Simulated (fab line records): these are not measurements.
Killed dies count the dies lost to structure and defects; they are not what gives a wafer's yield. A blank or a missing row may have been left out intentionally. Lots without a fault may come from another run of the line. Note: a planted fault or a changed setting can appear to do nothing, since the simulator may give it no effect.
The tool behind it: which one? ; flow berkeleyCmos170 ; 45 wafers from 15 lots sampled at 2 of the route's 331 steps

## WHAT THE GAUGES SHOWED, per wafer
UCB170_PFIELD_TW_MEAS_09.
lot;measured;on;PFIELD_TW
L901;day 5 12:11;filmMetro-04;608 608 608
L902;day 5 12:29;filmMetro-03;603 604 604
L903;day 6 02:50;filmMetro-04;608 612 613
L904;day 6 03:14;filmMetro-03;603 606 604
L907;day 6 11:40;filmMetro-01;601 606 600
L906;day 6 13:06;filmMetro-04;612 611 612
L905;day 6 13:08;filmMetro-01;604 603 605
L909;day 6 20:48;filmMetro-04;610 607 610
L910;day 7 09:52;filmMetro-01;598 600 599
L911;day 7 10:53;filmMetro-01;600 597 600
L914;day 7 19:19;filmMetro-04;611 613 614
L916;day 8 12:43;filmMetro-04;608 608 609
L918;day 9 01:19;filmMetro-01;571 570 570
L920;day 9 12:40;filmMetro-04;575 577 578
L922;day 9 13:15;filmMetro-04;577 577 577

## TOOL THAT RAN EACH LOT (tool first, then ch and the chambers of the sampled wafers, then the start)
lot;UCB170_PFIELD_IMPLANT_07
L901;implanter-02 ch 0, day 5 11:57
L902;implanter-04 ch 0, day 5 12:14
L903;implanter-02 ch 0, day 6 02:35
L904;implanter-01 ch 0, day 6 02:59
L907;implanter-02 ch 0, day 6 11:26
L906;implanter-01 ch 0, day 6 12:51
L905;implanter-02 ch 0, day 6 12:53
L909;implanter-02 ch 0, day 6 20:33
L910;implanter-04 ch 0, day 7 09:37
L911;implanter-04 ch 0, day 7 10:40
L914;implanter-04 ch 0, day 7 19:04
L916;implanter-02 ch 0, day 8 12:28
L918;implanter-04 ch 0, day 9 01:05
L920;implanter-04 ch 0, day 9 12:25
L922;implanter-04 ch 0, day 9 13:01
- UCB170_PFIELD_IMPLANT_07

## WHAT THE TOOLS THEMSELVES READ (means of the sampled wafers that have a number; where no wafer has one, the mark that the record gives instead)
UCB170_PFIELD_IMPLANT_07.
lot;tool;beamEnergyKeV;endStationPressureTorr (Torr);tiltDeg (degrees)
L901;implanter-02;80.033;5.10e-06;7.025
L902;implanter-04;80.000;5.20e-06;6.992
L903;implanter-02;79.998;4.99e-06;7.004
L904;implanter-01;80.006;5.10e-06;6.992
L907;implanter-02;79.979;5.06e-06;6.986
L906;implanter-01;80.037;4.86e-06;6.999
L905;implanter-02;79.992;4.92e-06;7.005
L909;implanter-02;80.009;5.21e-06;6.992
L910;implanter-04;80.004;5.22e-06;7.011
L911;implanter-04;80.022;5.15e-06;6.986
L914;implanter-04;80.003;4.95e-06;6.976
L916;implanter-02;79.986;4.99e-06;6.981
L918;implanter-04;52.014;5.24e-06;6.952
L920;implanter-04;52.011;5.29e-06;7.002
L922;implanter-04;52.002;4.87e-06;7.024

## THE ANSWER, worked out from the rows above alone
Rule: the lots themselves supply what counts as usual. Put in order of their means at a reading, lots are off if they are a third of the lots or fewer, leave a main group of 4 or more, and stand apart from it by a gap of 3 or more times the standard deviation of the main group's means; of several such gaps the widest counts. Not used: any main group whose means are identical at the precision the tables above print for the reading. Also off: a lot with no number at a reading for which 4 or more lots have one. Where the step has rows for the other lots, those lots are counted as sound. Order of review: gauges by route order, followed by the tools' own readings, for which a lot's mean as printed above is used. The first step at which some lot is off is used, and at that step the reading that is off furthest; a lot without a number counts as furthest.
Off: L918, L920, L922, seen at UCB170_PFIELD_TW_MEAS_09 (PFIELD_TW). Mean 606 and standard deviation 4.5 in the main group.
If a tool, at a process step before that reading, ran all the lots that are off and no sound lot after the first of them, it fits. Not tried: the gauges at UCB170_PFIELD_TW_MEAS_09; whatever is off there is also off at UCB170_PFIELD_IMPLANT_07, on other tools, and gauge error can't account for it. One fits: implanter-04 at UCB170_PFIELD_IMPLANT_07. A fault onset in the window from L914 (day 7 19:04, its last sound lot) to L918 (day 9 01:05, its first lot off) fits.
On the lots that are off, the tool's own readings at UCB170_PFIELD_IMPLANT_07 differ by more than 5 times the standard deviation of the sound lots' means, which bears it out; beamEnergyKeV reads 52.009 there versus 80.006 on the sound lots.

## WHAT THE SIMULATOR HAD PUT IN
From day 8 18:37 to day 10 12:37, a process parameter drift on implanter-04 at UCB170_PFIELD_IMPLANT_07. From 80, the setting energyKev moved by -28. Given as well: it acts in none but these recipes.
Lots struck among those shown: L918, L920, L922. The rule above reached the same finding.
